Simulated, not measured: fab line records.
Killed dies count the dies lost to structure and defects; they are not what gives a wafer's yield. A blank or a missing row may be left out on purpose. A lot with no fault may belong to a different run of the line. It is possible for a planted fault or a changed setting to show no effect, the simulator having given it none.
fab line records | flow ritCmos
record lots=15 | wafers=45 | lastDay=7
route steps=202 shown NWELL@29 PWELL@49
lots untouched by any fault: they come from a run of this same line in which no faults occurred
startH: the number of hours between the record's first day and the start of the first shown wafer of the lot | waitH: how many hours have passed since the lot's step before this one | " the same as in the row above | L1.1+2: one row covering several wafers at once | - no value, or no start given | * or withheld: withheld | < > ~ a bound
route shown NAME@n: names a module that has steps shown in the file, with the first one's number in the route | usual: mean and standard deviation over wafers with no fault | same: alike in all rows | chamber/n: place in a boat | sites: readings site by site | _std_site: standard deviation across them | _edge_site: the outer-site mean with the inner-site mean subtracted | radiusMm: how far each site lies from the wafer's centre | mask NAME#n: copy n | behind: the most recent tool/chamber to have shaped the wafer | hold: cause of the lot's hold/its duration in hours/its outcome | device: names the non-switching transistor (n, p or np) | end of line: tests run on the same wafers once the route is complete | a step with no rows: only its recipe | killed: dies lost to structure and defects at the first sort, not the wafer's yield | map: dies across one wafer; x = killed, . = not, _ = none there
set.NAME: the run value of the setting; set.NAME@STEP: its run value at that earlier step | model.NAME: the simulator's own value behind a step, which no gauge read
the route's steps for a sample of lots (tables are steps, rows are wafers)
## steps
# step RIT_NWELL_COAT_01
# recipe resist=NOVOLAK | spinRpm=2000 | resistThkNm=1321
# usual chillPlateTempC=23.00/0.11 | dispensePressureKPa=54.1/2.9 | spinSpeedRpm=2000.1/1.1
lot.wafer | tool          | chamber | startH | waitH | chillPlateTempC | dispensePressureKPa | spinSpeedRpm
L475.4    | lithoTrack-01 | 0       | 30.96  | 0.1   | 23.06           | 54.6                | 1999.0
L475.5    | "             | 0       | "      | "     | 23.13           | 54.6                | 1998.4
L475.6    | "             | 0       | "      | "     | 22.94           | 54.6                | 1998.6
L478.2    | lithoTrack-02 | -       | 45.68  | 0.1   | -               | -                   | -
L478.4    | "             | -       | "      | "     | -               | -                   | -
L478.6    | "             | -       | "      | "     | -               | -                   | -
L479.3    | lithoTrack-02 | -       | 51.06  | 0.1   | -               | -                   | -
L479.5    | "             | -       | "      | "     | -               | -                   | -
L479.6    | "             | -       | "      | "     | -               | -                   | -
L480.2    | lithoTrack-01 | -       | 56.21  | 0.1   | -               | -                   | -
L480.4    | "             | -       | "      | "     | -               | -                   | -
L480.6    | "             | -       | "      | "     | -               | -                   | -
L484.1    | lithoTrack-01 | 0       | 76.08  | 0.1   | 23.08           | 54.6                | 2000.2
L484.4    | "             | 0       | "      | "     | 23.00           | 54.6                | 1999.4
L484.5    | "             | 0       | "      | "     | 23.02           | 54.6                | 2000.0
L485.2    | lithoTrack-01 | 0       | 79.97  | 0.1   | 23.07           | 54.7                | 2001.3
L485.3    | "             | 0       | "      | "     | 23.00           | 54.6                | 2000.6
L485.6    | "             | 0       | "      | "     | 23.06           | 54.6                | 2001.8
L486.2    | lithoTrack-02 | 0       | 86.63  | 0.1   | 22.97           | 50.6                | 1999.5
L486.3    | "             | 0       | "      | "     | 22.93           | 50.6                | 2000.4
L486.4    | "             | 0       | "      | "     | 23.10           | 50.6                | 2001.5
L487.1    | lithoTrack-01 | 0       | 90.30  | 0.1   | 23.14           | 54.5                | 1999.8
L487.5    | "             | 0       | "      | "     | 23.08           | 54.5                | 1997.4
L487.6    | "             | 0       | "      | "     | 23.01           | 54.5                | 1999.2
L489.2    | lithoTrack-02 | 0       | 102.13 | 0.1   | 22.94           | 50.6                | 2000.4
L489.3    | "             | 0       | "      | "     | 23.09           | 50.6                | 2001.0
L489.4    | "             | 0       | "      | "     | 23.07           | 50.6                | 2000.2
L490.1    | lithoTrack-02 | 0       | 106.31 | 0.1   | 22.93           | 50.6                | 2001.4
L490.3    | "             | 0       | "      | "     | 22.96           | 50.6                | 1999.6
L490.4    | "             | 0       | "      | "     | 22.77           | 50.6                | 1999.4
L491.1    | lithoTrack-04 | 0       | 110.94 | 0.1   | 22.98           | 58.2                | 1999.0
L491.5    | "             | 0       | "      | "     | 23.07           | 58.2                | 2000.5
L491.6    | "             | 0       | "      | "     | 23.02           | 58.2                | 1999.6
L493.2    | lithoTrack-04 | 0       | 121.90 | 0.1   | 23.14           | 58.2                | 2001.0
L493.4    | "             | 0       | "      | "     | 22.88           | 58.2                | 1999.2
L493.5    | "             | 0       | "      | "     | 22.95           | 58.2                | 2000.3
L494.4    | lithoTrack-01 | 0       | 124.87 | 0.1   | 23.05           | 54.5                | 2000.3
L494.5    | "             | 0       | "      | "     | 23.00           | 54.5                | 2000.5
L494.6    | "             | 0       | "      | "     | 22.88           | 54.5                | 2000.4
L495.1    | lithoTrack-01 | 0       | 132.13 | 0.1   | 22.81           | 54.6                | 2001.9
L495.4    | "             | 0       | "      | "     | 22.81           | 54.6                | 1999.1
L495.5    | "             | 0       | "      | "     | 22.70           | 54.6                | 2001.2
L496.3    | lithoTrack-01 | 0       | 134.89 | 0.1   | 22.95           | 54.6                | 2002.1
L496.4    | "             | 0       | "      | "     | 22.77           | 54.6                | 2001.2
L496.6    | "             | 0       | "      | "     | 22.94           | 54.6                | 1999.6
# step RIT_NWELL_OVL_MEAS_06
# usual NWELL_OVL=-1.4/1.2
lot.wafer | tool       | chamber | startH | waitH | NWELL_OVL[nm]
L475.4    | overlay-02 | -       | 31.63  | -     | -2.7
L475.5    | "          | -       | "      | "     | -0.1
L475.6    | "          | -       | "      | "     | -1.4
L478.2    | overlay-01 | -       | 46.40  | -     | -
L478.4    | "          | -       | "      | "     | -
L478.6    | "          | -       | "      | "     | -
L479.3    | overlay-01 | -       | 51.76  | -     | -
L479.5    | "          | -       | "      | "     | -
L479.6    | "          | -       | "      | "     | -
L480.2    | overlay-02 | -       | 56.92  | -     | -
L480.4    | "          | -       | "      | "     | -
L480.6    | "          | -       | "      | "     | -
L484.1    | overlay-02 | -       | 76.93  | -     | -1.4
L484.4    | "          | -       | "      | "     | -2.4
L484.5    | "          | -       | "      | "     | -1.7
L485.2    | overlay-01 | -       | 80.96  | -     | -2.7
L485.3    | "          | -       | "      | "     | -3.0
L485.6    | "          | -       | "      | "     | -3.7
L486.2    | overlay-02 | -       | 87.34  | -     | 0.5
L486.3    | "          | -       | "      | "     | -0.9
L486.4    | "          | -       | "      | "     | -1.7
L487.1    | overlay-02 | -       | 91.03  | -     | -3.3
L487.5    | "          | -       | "      | "     | -3.0
L487.6    | "          | -       | "      | "     | -3.6
L489.2    | overlay-02 | -       | 102.84 | -     | 0.4
L489.3    | "          | -       | "      | "     | 0.7
L489.4    | "          | -       | "      | "     | -0.5
L490.1    | overlay-02 | -       | 107.04 | -     | -1.2
L490.3    | "          | -       | "      | "     | -0.7
L490.4    | "          | -       | "      | "     | -1.0
L491.1    | overlay-02 | -       | 111.67 | -     | 0.3
L491.5    | "          | -       | "      | "     | 0.6
L491.6    | "          | -       | "      | "     | -0.2
L493.2    | overlay-01 | -       | 122.73 | -     | -2.2
L493.4    | "          | -       | "      | "     | -2.7
L493.5    | "          | -       | "      | "     | -2.1
L494.4    | overlay-02 | -       | 125.54 | -     | 0.0
L494.5    | "          | -       | "      | "     | 0.0
L494.6    | "          | -       | "      | "     | 1.6
L495.1    | overlay-02 | -       | 132.98 | -     | -2.3
L495.4    | "          | -       | "      | "     | -3.2
L495.5    | "          | -       | "      | "     | -2.1
L496.3    | overlay-02 | -       | 135.58 | -     | 0.8
L496.4    | "          | -       | "      | "     | -0.2
L496.6    | "          | -       | "      | "     | -1.0
# step RIT_PWELL_TW_MEAS_10
# usual PWELL_TW=939/6.3
lot.wafer | tool         | chamber | startH | waitH | PWELL_TW
L475.4    | filmMetro-01 | -       | 33.89  | 0.1   | 942
L475.5    | "            | -       | "      | "     | 942
L475.6    | "            | -       | "      | "     | 941
L478.2    | filmMetro-04 | -       | 48.57  | 0.1   | 2159
L478.4    | "            | -       | "      | "     | 2150
L478.6    | "            | -       | "      | "     | 2179
L479.3    | filmMetro-04 | -       | 54.05  | 0.1   | 2169
L479.5    | "            | -       | "      | "     | 2162
L479.6    | "            | -       | "      | "     | 2154
L480.2    | filmMetro-03 | -       | 59.21  | 0.1   | 2155
L480.4    | "            | -       | "      | "     | 2145
L480.6    | "            | -       | "      | "     | 2162
L484.1    | filmMetro-04 | -       | 79.31  | 0.1   | 935
L484.4    | "            | -       | "      | "     | 937
L484.5    | "            | -       | "      | "     | 946
L485.2    | filmMetro-01 | -       | 83.13  | 0.1   | 943
L485.3    | "            | -       | "      | "     | 941
L485.6    | "            | -       | "      | "     | 940
L486.2    | filmMetro-04 | -       | 89.56  | 0.1   | 940
L486.3    | "            | -       | "      | "     | 937
L486.4    | "            | -       | "      | "     | 936
L487.1    | filmMetro-03 | -       | 93.22  | 0.1   | 943
L487.5    | "            | -       | "      | "     | 935
L487.6    | "            | -       | "      | "     | 937
L489.2    | filmMetro-01 | -       | 105.13 | 0.1   | 948
L489.3    | "            | -       | "      | "     | 945
L489.4    | "            | -       | "      | "     | 949
L490.1    | filmMetro-01 | -       | 109.32 | 0.1   | 945
L490.3    | "            | -       | "      | "     | 944
L490.4    | "            | -       | "      | "     | 948
L491.1    | filmMetro-04 | -       | 113.84 | 0.1   | 932
L491.5    | "            | -       | "      | "     | 936
L491.6    | "            | -       | "      | "     | 936
L493.2    | filmMetro-01 | -       | 124.90 | 0.1   | 940
L493.4    | "            | -       | "      | "     | 945
L493.5    | "            | -       | "      | "     | 938
L494.4    | filmMetro-04 | -       | 127.84 | 0.1   | 934
L494.5    | "            | -       | "      | "     | 932
L494.6    | "            | -       | "      | "     | 931
L495.1    | filmMetro-03 | -       | 135.36 | 0.1   | 932
L495.4    | "            | -       | "      | "     | 935
L495.5    | "            | -       | "      | "     | 933
L496.3    | filmMetro-01 | -       | 137.96 | 0.1   | 943
L496.4    | "            | -       | "      | "     | 941
L496.6    | "            | -       | "      | "     | 940
## key
firstSign step=RIT_NWELL_COAT_01 | reading=toolRecord | direction=missing
effect step=RIT_NWELL_OVL_MEAS_06 | reading=NWELL_OVL | direction=missing
effect step=RIT_PWELL_TW_MEAS_10 | reading=PWELL_TW | direction=up | sigmas=99+ | usual=939 | struck=2159
metAt RIT_NWELL_COAT_01
struckLots L478,L479,L480
sortLeftOut L478.2,L478.4,L478.6,L479.3,L479.5,L479.6,L480.2,L480.4,L480.6
testerLeftOut L478,L479,L480
onsetBetween 30.96 45.68
fault kind=skippedStepWhole | tool=lithoTrack-01,lithoTrack-02 | chamber=- | onsetH=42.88 | steps=RIT_NWELL_COAT_01 | scope=struckLotsOnly
# testerLeftOut: of these lots the tester's yield and bins aren't shown, on N5 and GAA mostly nor the transistor test; their killed dies are dies lost to structure and defects alone, not to doping, threshold or leakage, so they don't give the yield
# sortLeftOut: the simulated sort isn't trusted on such a fault, so these wafers' sort isn't shown, and their yield isn't known
